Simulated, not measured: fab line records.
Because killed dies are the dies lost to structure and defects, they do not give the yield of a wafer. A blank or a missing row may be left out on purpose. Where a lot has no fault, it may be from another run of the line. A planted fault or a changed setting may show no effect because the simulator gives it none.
Comparing a struck lot with a sound one -- flow rit cmos -- 22 out of 202 route steps
Sound: wafers L120.2, L120.3, L120.6. Struck: wafers L131.2, L131.4, L131.6. Last of all comes the cause.
Each step with rows lists, per side, the tool, then ch with its chambers, then its first start. Under that, the readings that differ: sound wafers -- struck wafers -- difference of the means -- sigmas: that difference in standard deviations of wafers without a fault.
alike: words and numbers the same on both sides, and readings whose means are apart by under 2 such deviations; not compared: readings that were withheld, readings missing a value for some wafer, numbers with overlapping values and no deviation given by the record, and bounds like >300 which may hide the same value.
Wherever a step has rows on one side only, a row that says differs or no value, or a row with sigmas, the two part there. Numbers that don't overlap but have no deviation are shown without sigmas and don't part them. A reading missing from all wafers of one side parts the sides only when that side holds two or more wafers.

first, 2 steps without rows for these wafers: RIT_NSD_HARDBAKE_07 (time 60 s); RIT_NSD_IMPLANT_08.
RIT_NSD_STRIP_09: strips in O2, time 180 s.
  sound on plasma asher-03 ch 0,1, day 4 16:22; struck on plasma asher-01 ch 0,1, day 6 12:52
  alike: chamber pressure mTorr, drypump motor current A
  not compared: rf hours counter h
RIT_NSD_TW_MEAS_10:
  sound on film metro-02 at day 4 16:33; struck on film metro-03 at day 6 13:03
  alike: NSD_TW
then, 6 steps without rows for these wafers: RIT_PSD_HMDS_00 (prime time 60 s); RIT_PSD_COAT_01 (resist thk 1000 nm); RIT_PSD_SOFTBAKE_02 (time 60 s); RIT_PSD_EXPOSE_03 (exposes mask M10, target cd 40900 nm); RIT_PSD_PEB_04; RIT_PSD_DEVELOP_05 (develop time 50 s).
RIT_PSD_OVL_MEAS_06:
  sound on overlay-01 at day 4 17:35; struck on overlay-01 at day 6 14:09
  alike: PSD_OVL
then, 1 step without rows for these wafers: RIT_PSD_HARDBAKE_07 (time 60 s).
RIT_PSD_IMPLANT_08:
  sound on implanter-01 ch 0, day 4 17:47; struck on implanter-01 ch 0, day 6 14:37
reading,sound,struck,difference,sigmas
dose ions cm2,5.007e+15 5.009e+15 4.999e+15,4.248e+15 4.253e+15 4.246e+15,-7.560e+14,-99 or more
RIT_PSD_STRIP_09: strips in O2, time 180 s.
  sound on plasma asher-02 ch 1, day 4 17:55; struck on plasma asher-01 ch 0, day 6 14:45
  alike: chamber pressure mTorr, drypump motor current A
  not compared: rf hours counter h
RIT_PSD_TW_MEAS_10:
  sound on film metro-01 at day 4 18:05; struck on film metro-03 at day 6 14:56
  alike: PSD_TW
then, 3 steps without rows for these wafers: RIT_SDANNEAL_CLEAN_00 (cleans in SC1, time 600 s); RIT_SDANNEAL_CLEAN_01 (cleans in dHF, time 30 s); RIT_SDANNEAL_CLEAN_02 (cleans in SC2, time 600 s).
RIT_SDANNEAL_RTA_03: time 5 s.
  sound on rtp anneal-01 ch 0, day 4 18:32; struck on rtp anneal-02 ch 0, day 6 15:23
  alike: chamber o2 ppm, wafer_temp_C_max
RIT_SDANNEAL_RS_MEAS_04: uses a four-point probe to measure.
  sound on film metro-03 at day 4 18:36; struck on film metro-01 at day 6 15:28
reading,sound,struck,difference,sigmas
PSD_RS (ohm/sq),115.97 115.81 115.76,118.06 117.74 117.76,+2.01,+8
RIT_SDANNEAL_RS_MEAS_05: uses a four-point probe to measure.
  sound on film metro-03 at day 4 18:43; struck on film metro-01 at day 6 15:35
  alike: NSD_RS
RIT_M1_PROBE_99:
  only the struck wafers here have rows in the record (prober-01, day 6 23:14); the sound ones have none

== WHERE THEY PART ==
First at RIT_PSD_IMPLANT_08; last, within this record, at RIT_M1_PROBE_99.

WHY: the cause the simulator had injected
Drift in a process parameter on implanter-01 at RIT_PSD_IMPLANT_08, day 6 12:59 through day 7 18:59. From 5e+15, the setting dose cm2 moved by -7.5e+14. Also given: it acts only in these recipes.
